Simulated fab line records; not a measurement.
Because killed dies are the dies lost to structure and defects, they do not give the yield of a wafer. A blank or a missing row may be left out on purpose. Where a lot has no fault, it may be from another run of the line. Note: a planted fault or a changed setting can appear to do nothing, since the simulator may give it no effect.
Matching of chambers + flow berkeleyCmos170 + 4 sister chambers for UCB170_V2_ETCH_14 on rieDiel-04
The step etches SiO2 in CHF3/CF4/Ar, stops on Al, target depth 1250 nm, time 291 s. 4 wafers are shown with their chamber, then 7 later ones without.

== EACH WAFER AND ITS CHAMBER ==
| wafer  | chamber | throttleValvePct (%) |
|--------|---------|----------------------|
| L143.1 | 1       | 7.11                 |
| L143.2 | 2       | 6.84                 |
| L148.1 | 3       | 7.12                 |
| L148.3 | 0       | 6.96                 |

== WAFERS WHOSE CHAMBER IS MISSING ==
| wafer  | throttleValvePct (%) |
|--------|----------------------|
| L148.4 | 6.81                 |
| L152.3 | 7.12                 |
| L152.4 | 7.15                 |
| L152.6 | 7.14                 |
| L153.2 | 6.97                 |
| L153.4 | 7.13                 |
| L153.6 | 7.13                 |

== WHICH CHAMBER EACH WENT THROUGH ==
| wafer  | from the rows above     | in truth |
|--------|-------------------------|----------|
| L148.4 | 2                       | 2        |
| L152.3 | can't be placed: 3 or 1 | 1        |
| L152.4 | can't be placed: 3 or 1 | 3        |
| L152.6 | can't be placed: 3 or 1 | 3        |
| L153.2 | 0                       | 0        |
| L153.4 | can't be placed: 3 or 1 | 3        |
| L153.6 | can't be placed: 3 or 1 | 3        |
Correctly placed: 2 of 7. Can't be placed from these rows: 5 (the true chamber is among the candidates in 5). Placed wrongly: 0.
How it was worked out, from the rows above alone: a wafer's distance from a chamber is the root of the sum, over the readings, of the square of ((its reading less the chamber's mean) divided by the reading's scatter). If the next closest chamber is less than 2 further off than the closest, the wafer can't be placed; otherwise it belongs to the closest. Each chamber's mean is taken over the wafers shown for it. The scatter: with one shown wafer a chamber, the root of the mean of the squares of how far each hidden wafer lies from its nearest shown one.
